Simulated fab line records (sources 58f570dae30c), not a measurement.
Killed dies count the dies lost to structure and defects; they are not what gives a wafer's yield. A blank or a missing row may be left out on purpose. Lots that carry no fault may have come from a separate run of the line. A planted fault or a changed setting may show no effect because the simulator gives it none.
fab line records | flow berkeley-cmos170
record: lots: 5 wafers: 23
route steps=331 shown PSD@179 NSD@187 PLDD@208 NLDD@209 SILICIDE@211 V1@261 V2@294
start-h: the number of hours between the record's first day and the start of the first shown wafer of the lot | wait-h: hours elapsed since this lot's preceding step | " as in the row above | L1.1+2: one row covering several wafers at once | - either no value or no given start | * or withheld: withheld | < > ~ a bound
route shown NAME@n: NAME is a module with steps in the file, n the number in the route of the first one | usual: mean and standard deviation over wafers with no fault | same: alike in all rows | chamber/n: place in a boat | sites: per-site readings | _std_site: their standard deviation | _edge_site: outer sites' mean less inner sites' | radius-mm: how far each site lies from the wafer's centre | mask NAME#n: copy n | behind: the most recent tool/chamber to have shaped the wafer | hold: why the lot was held/for how many hours/how that ended | device: transistor that didn't switch, given as n, p or np | end of line: the route-end tests of the same wafers | for a step that has no rows: nothing shown but its recipe | killed: at the first sort, the dies lost to defects and structure; wafer yield is something else | map: per-die view of a wafer (x killed, . not killed, _ where there is no die)
set.NAME: the setting the step ran with; set.NAME@STEP: the setting that earlier step ran with | model.NAME: the simulator's own value behind a step, which no gauge read
lots run with intentionally changed settings; tables by step, rows by wafer
== steps ==
step: UCB170_PSD_PEB_04
recipe: peb-temp-c: 130 peb-time-s: withheld resist: KrF
columns lot.wafer tool chamber start-h wait-h set.peb-temp-c
L077.2+4+5 litho-track-04 0 177.50 0.1 130
L077.3+6 " 0 " " 126.6
L074.1+4+5 litho-track-01 0 177.71 0.1 128.6
L074.2+3 " 0 " " 130
L082.1+3+6 litho-track-02 0 217.68 0.4 130
L082.2+4 " 0 " " 128.5
L083.1+2+5 litho-track-01 0 222.47 0.1 130
L083.3+4 " 0 " " 126.8
L084.1+3+5 litho-track-02 0 222.72 0.1 130
step: UCB170_PSD_DEVELOP_05
recipe: developer: TMAH develop-time-s: 45 resist: KrF dev-temp-c: 21
step: UCB170_PSD_CD_MEAS_06
recipe: target-cd-nm: 1200
usual: cd-nm: 1199.4/1.5
columns lot.wafer tool chamber start-h wait-h set.peb-temp-c@PSD_PEB_04 cd-nm
L077.2 cd-sem-01 - 177.77 - 130 1200.1
L077.3 " - " " 126.6 1173.1
L077.4 " - " " 130 1197.8
L077.5 " - " " 130 1197.9
L077.6 " - " " 126.6 1174.9
L074.1 cd-sem-02 - 177.98 - 128.6 1191.0
L074.2 " - " " 130 1200.6
L074.3 " - " " 130 1201.7
L074.4 " - " " 128.6 1192.0
L074.5 " - " " 128.6 1190.3
L082.1 cd-sem-02 - 217.95 - 130 1199.9
L082.2 " - " " 128.5 1187.6
L082.3 " - " " 130 1198.2
L082.4 " - " " 128.5 1187.5
L082.6 " - " " 130 1198.6
L083.1 cd-sem-01 - 222.75 - 130 1197.4
L083.2 " - " " 130 1196.0
L083.3 " - " " 126.8 1172.5
L083.4 " - " " 126.8 1171.1
L083.5 " - " " 130 1196.8
L084.1 cd-sem-02 - 222.99 - 130 1197.6
L084.3 " - " " 130 1198.9
L084.5 " - " " 130 1199.6
step: UCB170_PSD_IMPLANT_08
recipe: species: B dose-cm2: 3e+15 energy-kev: 20 tilt-deg: 7
columns lot.wafer tool chamber start-h wait-h set.energy-kev model.implant.rp-nm model.implant.drp-nm
L077.2+3+4 implanter-02 0 177.93 0.0 20 66.46 28.34
L077.5+6 " 0 " " 20.88 69.35 29.31
L074.1+3+4 implanter-01 0 178.14 0.0 20.96 69.23 29.41
L074.2+5 " 0 " " 20 66.09 28.34
L082.1+3+4 implanter-02 0 218.11 0.0 19.26 61.36 27.6
L082.2+6 " 0 " " 20 63.69 28.34
L083.1+3+5 implanter-01 0 222.91 0.0 20.37 66.33 28.72
L083.2+4 " 0 " " 20 65.14 28.34
L084.1+3+5 implanter-02 0 223.15 0.0 20 66.19 28.34
step: UCB170_PSD_STRIP_09
recipe: chemistry: O2 power-w: 400 pressure-mtorr: 3500 platen-temp-c: withheld o2-flow-sccm: 400 overash-fraction: 0.5
usual: strip-time-to-endpoint-s: 29.39/0.074
columns lot.wafer tool chamber start-h wait-h set.energy-kev@PSD_IMPLANT_08 strip-time-to-endpoint-s
L077.2 plasma-asher-04 1 178.06 0.1 20 29.28
L077.3 " 1 " " 20 29.33
L077.4 " 0 " " 20 29.39
L077.5 " 1 " " 20.88 29.69
L077.6 " 0 " " 20.88 29.62
L074.1 plasma-asher-02 0 178.29 0.1 20.96 29.90
L074.2 " 1 " " 20 29.50
L074.3 " 1 " " 20.96 29.84
L074.4 " 0 " " 20.96 29.90
L074.5 " 0 " " 20 29.48
L082.1 plasma-asher-03 0 218.26 0.1 19.26 29.05
L082.2 " 1 " " 20 29.34
L082.3 " 0 " " 19.26 29.04
L082.4 " 1 " " 19.26 29.10
L082.6 " 0 " " 20 29.38
L083.1 plasma-asher-02 0 223.06 0.1 20.37 29.60
L083.2 " 1 " " 20 29.35
L083.3 " 0 " " 20.37 29.51
L083.4 " 1 " " 20 29.39
L083.5 " 1 " " 20.37 29.50
L084.1 plasma-asher-03 0 223.30 0.1 20 29.36
L084.3 " 1 " " 20 29.37
L084.5 " 0 " " 20 29.39
step: UCB170_PSD_TW_MEAS_10
usual: PSD_TW: 2321/12
columns lot.wafer tool chamber start-h wait-h set.energy-kev@PSD_IMPLANT_08 PSD_TW
L077.2 film-metro-01 - 178.17 0.1 20 2299
L077.3 " - " " 20 2322
L077.4 " - " " 20 2295
L077.5 " - " " 20.88 2338
L077.6 " - " " 20.88 2328
L074.1 film-metro-04 - 178.39 0.1 20.96 2346
L074.2 " - " " 20 2331
L074.3 " - " " 20.96 2349
L074.4 " - " " 20.96 2356
L074.5 " - " " 20 2322
L082.1 film-metro-02 - 218.36 0.1 19.26 2324
L082.2 " - " " 20 2349
L082.3 " - " " 19.26 2321
L082.4 " - " " 19.26 2328
L082.6 " - " " 20 2352
L083.1 film-metro-04 - 223.16 0.1 20.37 2327
L083.2 " - " " 20 2309
L083.3 " - " " 20.37 2306
L083.4 " - " " 20 2306
L083.5 " - " " 20.37 2325
L084.1 film-metro-01 - 223.40 0.1 20 2313
L084.3 " - " " 20 2316
L084.5 " - " " 20 2319
step: UCB170_PSD_CLEAN_11
recipe: chemistry: SPM temp-c: 120 time-s: 600
step: UCB170_NSD_HMDS_00
recipe: prime-time-s: 60 prime-temp-c: 100
step: UCB170_SDANNEAL_RS_MEAS_04
recipe: thk-meas-gauge: four-point-probe
usual: PLDD_RS: 1032.0/3
columns lot.wafer tool chamber start-h wait-h set.dose-cm2@PLDD_IMPLANT_09 PLDD_RS[ohm/sq]
L077.2 film-metro-04 - 182.28 0.1 5e+13 1029.0
L077.3 " - " " 5e+13 1030.7
L077.4 " - " " 5.189e+13 1015.7
L077.5 " - " " 5e+13 1029.8
L077.6 " - " " 5.189e+13 1017.7
L074.1 film-metro-02 - 182.62 0.1 5e+13 1032.1
L074.2 " - " " 5.18e+13 1015.0
L074.3 " - " " 5e+13 1030.9
L074.4 " - " " 5.18e+13 1017.8
L074.5 " - " " 5e+13 1033.0
L082.1 film-metro-02 - 223.02 0.1 5e+13 1033.8
L082.2 " - " " 5e+13 1035.0
L082.3 " - " " 5e+13 1032.8
L082.4 " - " " 5e+13 1029.8
L082.6 " - " " 5e+13 1035.5
L083.1 film-metro-01 - 226.49 0.1 5e+13 1026.3
L083.2 " - " " 5.307e+13 1003.0
L083.3 " - " " 5.307e+13 1000.5
L083.4 " - " " 5.307e+13 1001.4
L083.5 " - " " 5e+13 1025.3
L084.1 film-metro-02 - 227.11 0.1 5e+13 1032.9
L084.3 " - " " 5e+13 1029.4
L084.5 " - " " 5e+13 1031.1
step: UCB170_SDANNEAL_RS_MEAS_05
recipe: thk-meas-gauge: four-point-probe
usual: NLDD_RS: 616.2/1
columns lot.wafer tool chamber start-h wait-h set.dose-cm2@NLDD_IMPLANT_09 NLDD_RS[ohm/sq]
L077.2 film-metro-04 - 182.40 0.1 5e+13 614.4
L077.3 " - " " 5e+13 616.3
L077.4 " - " " 5e+13 616.5
L077.5 " - " " 5e+13 615.6
L077.6 " - " " 5e+13 617.1
L074.1 film-metro-02 - 182.74 0.1 4.784e+13 624.9
L074.2 " - " " 4.784e+13 625.7
L074.3 " - " " 4.784e+13 625.2
L074.4 " - " " 5e+13 616.3
L074.5 " - " " 5e+13 615.6
L082.1 film-metro-02 - 223.14 0.1 5e+13 615.6
L082.2 " - " " 4.819e+13 625.4
L082.3 " - " " 5e+13 616.6
L082.4 " - " " 4.819e+13 625.2
L082.6 " - " " 4.819e+13 624.3
L083.1 film-metro-01 - 226.61 0.1 4.744e+13 625.3
L083.2 " - " " 5e+13 616.5
L083.3 " - " " 4.744e+13 625.5
L083.4 " - " " 4.744e+13 626.6
L083.5 " - " " 5e+13 616.1
L084.1 film-metro-02 - 227.23 0.1 5e+13 616.5
L084.3 " - " " 5e+13 616.5
L084.5 " - " " 5e+13 616.8
step: UCB170_SILICIDE_SPUTTER_01
recipe: material: Ti target-thk-nm: 30 time-s: 25 power-w: 1500 chamber-pressure-pa: 0.5
columns lot.wafer tool chamber start-h wait-h set.chamber-pressure-pa model.Ti_of_SILICIDE_SPUTTER_01.thk-nm
L077.2 pvd-sputter-01 - 182.57 0.0 0.4473 30.87
L077.3 " - " " 0.4473 30.86
L077.4 " - " " 0.4473 30.82
L077.5 " - " " 0.4473 30.75
L077.6 " - " " 0.4473 30.81
L074.1 pvd-sputter-02 - 182.92 0.0 0.5623 29.47
L074.2 " - " " 0.5623 29.45
L074.3 " - " " 0.5623 29.27
L074.4 " - " " 0.5623 29.36
L074.5 " - " " 0.5623 29.4
L082.1+2 pvd-sputter-03 - 223.33 0.0 0.4368 30.83
L082.3 " - " " 0.4368 30.58
L082.4 " - " " 0.4368 30.74
L082.6 " - " " 0.4368 30.6
L083.1 pvd-sputter-03 - 226.79 0.0 0.4754 30.2
L083.2 " - " " 0.4754 30.16
L083.3 " - " " 0.4754 30.19
L083.4 " - " " 0.4754 29.99
L083.5 " - " " 0.4754 30.13
L084.1 pvd-sputter-02 - 227.42 0.0 0.5 29.73
L084.3 " - " " 0.5 29.83
L084.5 " - " " 0.5 29.71
step: UCB170_SILICIDE_RS_MEAS_02
recipe: thk-meas-gauge: four-point-probe reads: Ti_of_SILICIDE_SPUTTER_01
usual: SILICIDE_TI_RS: 26.2/0.32
columns lot.wafer tool chamber start-h wait-h set.chamber-pressure-pa@SILICIDE_SPUTTER_01 SILICIDE_TI_RS[ohm/sq]
L077.2 film-metro-03 - 182.68 0.1 0.4473 25.4
L077.3 " - " " 0.4473 25.3
L077.4 " - " " 0.4473 25.4
L077.5 " - " " 0.4473 25.5
L077.6 " - " " 0.4473 25.4
L074.1 film-metro-03 - 182.96 0.0 0.5623 26.7
L074.2 " - " " 0.5623 26.7
L074.3 " - " " 0.5623 26.9
L074.4 " - " " 0.5623 26.8
L074.5 " - " " 0.5623 26.7
L082.1 film-metro-04 - 223.36 0.0 0.4368 25.3
L082.2 " - " " 0.4368 25.3
L082.3 " - " " 0.4368 25.5
L082.4 " - " " 0.4368 25.4
L082.6 " - " " 0.4368 25.6
L083.1 film-metro-04 - 226.82 0.0 0.4754 25.9
L083.2 " - " " 0.4754 26.0
L083.3 " - " " 0.4754 25.9
L083.4 " - " " 0.4754 26.1
L083.5 " - " " 0.4754 26.0
L084.1 film-metro-01 - 227.45 0.0 0.5 26.4
L084.3 " - " " 0.5 26.2
L084.5 " - " " 0.5 26.3
step: UCB170_V1_COAT_07
recipe: resist: KrF spin-rpm: 1500 resist-thk-nm: 900
columns lot.wafer tool chamber start-h wait-h set.resist-thk-nm model.KrF_of_V1_COAT_07.thk-nm
L077.2 litho-track-04 0 193.16 0.1 900 904.1
L077.3 " 0 " " 900 905.9
L077.4 " 0 " " 900 901.2
L077.5 " 0 " " 900 902.3
L077.6 " 0 " " 900 904.6
L074.1 litho-track-04 0 194.07 0.1 900 903.4
L074.2+3 " 0 " " 900 902.7
L074.4 " 0 " " 900 901.8
L074.5 " 0 " " 900 903.9
L082.1 litho-track-01 0 233.80 0.1 900 899.1
L082.2 " 0 " " 900 903.8
L082.3+4 " 0 " " 878 879.6
L082.6 " 0 " " 900 901.5
L083.1 litho-track-03 0 237.26 0.1 900 898.1
L083.2 " 0 " " 900 898.8
L083.3 " 0 " " 946.2 945.7
L083.4 " 0 " " 946.2 946.5
L083.5 " 0 " " 946.2 946.4
L084.1 litho-track-04 0 239.02 0.1 900 903.3
L084.3 " 0 " " 900 902.8
L084.5 " 0 " " 900 906.7
step: UCB170_V1_ETCH_14
recipe: chemistry: CHF3/CF4/Ar target: SiO2 stop-on: Al CHF3_flow_sccm: 45 cf4-flow-sccm: 15 Ar_flow_sccm: 150 pressure-mtorr: 200 rf-w: 700 target-depth-a: 12500 over-etch-frac: 0.25 time-s: 291
columns lot.wafer tool chamber start-h wait-h set.rf-w set.resist-thk-nm@V1_COAT_07 model.KrF_of_V1_COAT_07.thk-nm
L077.2 rie-diel-04 3 194.11 0.0 732.5 900 606.6
L077.3 " 2 " " 700 900 610.8
L077.4 " 1 " " 700 900 608.8
L077.5 " 3 " " 700 900 612.2
L077.6 " 0 " " 732.5 900 610.2
L074.1 rie-diel-03 2 195.24 0.0 700 900 616.9
L074.2 " 3 " " 700 900 607.7
L074.3 " 0 " " 672.5 900 613.6
L074.4 " 1 " " 672.5 900 614
L074.5 " 1 " " 700 900 609.3
L082.1 rie-diel-01 3 234.76 0.0 700 900 608.4
L082.2 " 2 " " 700 900 612.5
L082.3 " 1 " " 700 878 589.7
L082.4 " 0 " " 700 878 590.7
L082.6 " 3 " " 700 900 610.2
L083.1 rie-diel-04 3 238.23 0.0 761.9 900 602.4
L083.2 " 0 " " 700 900 611.7
L083.3 " 1 " " 700 946.2 658.2
L083.4 " 1 " " 761.9 946.2 645.4
L083.5 " 3 " " 761.9 946.2 647.1
L084.1 rie-diel-01 3 240.26 0.0 700 900 610.2
L084.3 " 1 " " 700 900 612.8
L084.5 " 1 " " 700 900 614.1
step: UCB170_V1_STRIP_15
recipe: chemistry: O2 power-w: 400 pressure-mtorr: 3500 platen-temp-c: withheld o2-flow-sccm: 400 overash-fraction: 0.5
usual: strip-time-to-endpoint-s: 15.33/0.073
columns lot.wafer tool chamber start-h wait-h set.resist-thk-nm@V1_COAT_07 strip-time-to-endpoint-s
L077.2 plasma-asher-02 0 194.29 0.1 900 15.22
L077.3 " 1 " " 900 15.33
L077.4 " 0 " " 900 15.29
L077.5 " 1 " " 900 15.35
L077.6 " 0 " " 900 15.32
L074.1 plasma-asher-02 0 195.42 0.1 900 15.47
L074.2 " 1 " " 900 15.24
L074.3 " 1 " " 900 15.39
L074.4 " 0 " " 900 15.40
L074.5 " 0 " " 900 15.28
L082.1 plasma-asher-02 0 234.93 0.1 900 15.27
L082.2 " 1 " " 900 15.36
L082.3 " 0 " " 878 14.82
L082.4 " 1 " " 878 14.86
L082.6 " 0 " " 900 15.30
L083.1 plasma-asher-03 0 238.41 0.1 900 15.12
L083.2 " 1 " " 900 15.35
L083.3 " 1 " " 946.2 16.38
L083.4 " 0 " " 946.2 16.07
L083.5 " 0 " " 946.2 16.11
L084.1 plasma-asher-03 0 240.44 0.1 900 15.31
L084.3 " 0 " " 900 15.36
L084.5 " 1 " " 900 15.40
step: UCB170_V2_CMP_02
recipe: material: SiO2 down-force-psi: 6 platen-rpm: 60 pad-velocity-m-s: 0.75398
columns lot.wafer tool chamber start-h wait-h set.leave-above-ref-nm model.SiO2_of_V2_CVD_00.thk-nm
L077.2 cmp-01 1 197.79 0.0 935.8 936.4
L077.3 " 2 " " 935.8 937
L077.4 " 3 " " 1000 999.4
L077.6 " 1 " " 935.8 935.4
L077.5 " 2 " " 1000 1000
L074.1 cmp-02 1 198.59 0.1 1023 1024
L074.3 " 2 " " 1000 999.8
L074.4 " 3 " " 1023 1021
L074.2 " 0 " " 1023 1022
L074.5 " 2 " " 1000 1000
L082.2 cmp-02 0 238.14 0.0 1000 998.6
L082.3+6 " 1 " " 1000 1000
L082.1 " 2 " " 1021 1021
L082.4 " 3 " " 1021 1020
L083.3+1+4+5 cmp-02 0,1,2,0 242.01 0.0 1000 1001
L083.2 " 3 " " 1000 1000
L084.3 cmp-01 3 244.15 0.1 1000 999.5
L084.1 " 1 " " 1000 1000
L084.5 " 2 " " 1000 1001
step: UCB170_V2_THK_MEAS_04
recipe: reads: SiO2_of_V2_CVD_00
usual: V2_POLISHED_THK: 1000.1/1.3
columns lot.wafer tool chamber start-h wait-h set.leave-above-ref-nm@V2_CMP_02 V2_POLISHED_THK[nm]
L077.2 film-metro-01 - 198.22 0.1 935.8 936.4
L077.3 " - " " 935.8 937.8
L077.4 " - " " 1000 998.8
L077.5 " - " " 1000 999.3
L077.6 " - " " 935.8 936.1
L074.1 film-metro-02 - 199.01 0.1 1023 1023.5
L074.2 " - " " 1023 1021.8
L074.3 " - " " 1000 1000.2
L074.4 " - " " 1023 1021.0
L074.5 " - " " 1000 999.8
L082.1 film-metro-01 - 238.56 0.1 1021 1020.7
L082.2 " - " " 1000 999.0
L082.3 " - " " 1000 1000.1
L082.4 " - " " 1021 1019.7
L082.6 " - " " 1000 1000.6
L083.1 film-metro-01 - 242.43 0.1 1000 1001.8
L083.2 " - " " 1000 1001.1
L083.3 " - " " 1000 1001.6
L083.4 " - " " 1000 1001.0
L083.5 " - " " 1000 1001.1
L084.1 film-metro-01 - 244.52 0.1 1000 1000.2
L084.3 " - " " 1000 999.5
L084.5 " - " " 1000 1001.0
== key ==
split: step: UCB170_PSD_PEB_04 setting: peb-temp-c stated: 130 by: wafer
response: step: UCB170_PSD_CD_MEAS_06 reading: cd-nm change: +9.73 per: 1% r: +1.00
split: step: UCB170_PSD_IMPLANT_08 setting: energy-kev stated: 20 by: wafer
response: step: UCB170_PSD_IMPLANT_08 reading: model.implant.rp-nm change: +0.648 per: 1% r: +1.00
response: step: UCB170_PSD_IMPLANT_08 reading: model.implant.drp-nm change: +0.217 per: 1% r: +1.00
response: step: UCB170_PSD_STRIP_09 reading: strip-time-to-endpoint-s change: * per: 1% r: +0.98
response: step: UCB170_PSD_TW_MEAS_10 reading: PSD_TW change: +5.97 per: 1% r: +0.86
split: step: UCB170_SILICIDE_SPUTTER_01 setting: chamber-pressure-pa stated: 0.5 by: lot
response: step: UCB170_SILICIDE_SPUTTER_01 reading: model.Ti_of_SILICIDE_SPUTTER_01.thk-nm change: -0.0575 per: 1% r: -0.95
response: step: UCB170_SILICIDE_RS_MEAS_02 reading: SILICIDE_TI_RS change: +0.0564 per: 1% r: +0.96
split: step: UCB170_V1_COAT_07 setting: resist-thk-nm stated: 900 by: wafer
response: step: UCB170_V1_COAT_07 reading: model.KrF_of_V1_COAT_07.thk-nm change: +9.24 per: 1% r: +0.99
response: step: UCB170_V1_ETCH_14 reading: model.KrF_of_V1_COAT_07.thk-nm change: +8.38 per: 1% r: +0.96
response: step: UCB170_V1_STRIP_15 reading: strip-time-to-endpoint-s change: * per: 1% r: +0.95
split: step: UCB170_V1_ETCH_14 setting: rf-w stated: 700 by: wafer
response none clear
split: step: UCB170_V2_CMP_02 setting: leave-above-ref-nm stated: 1000 by: wafer
response: step: UCB170_V2_CMP_02 reading: model.SiO2_of_V2_CVD_00.thk-nm change: +9.87 per: 1% r: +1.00
response: step: UCB170_V2_THK_MEAS_04 reading: V2_POLISHED_THK change: +9.69 per: 1% r: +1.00
split outside-this-file step=UCB170_PLDD_IMPLANT_09 setting=dose-cm2
split outside-this-file step=UCB170_NLDD_IMPLANT_09 setting=dose-cm2
split outside-this-file: this setting was split too, and the file shows its column; the key of that split is in another file
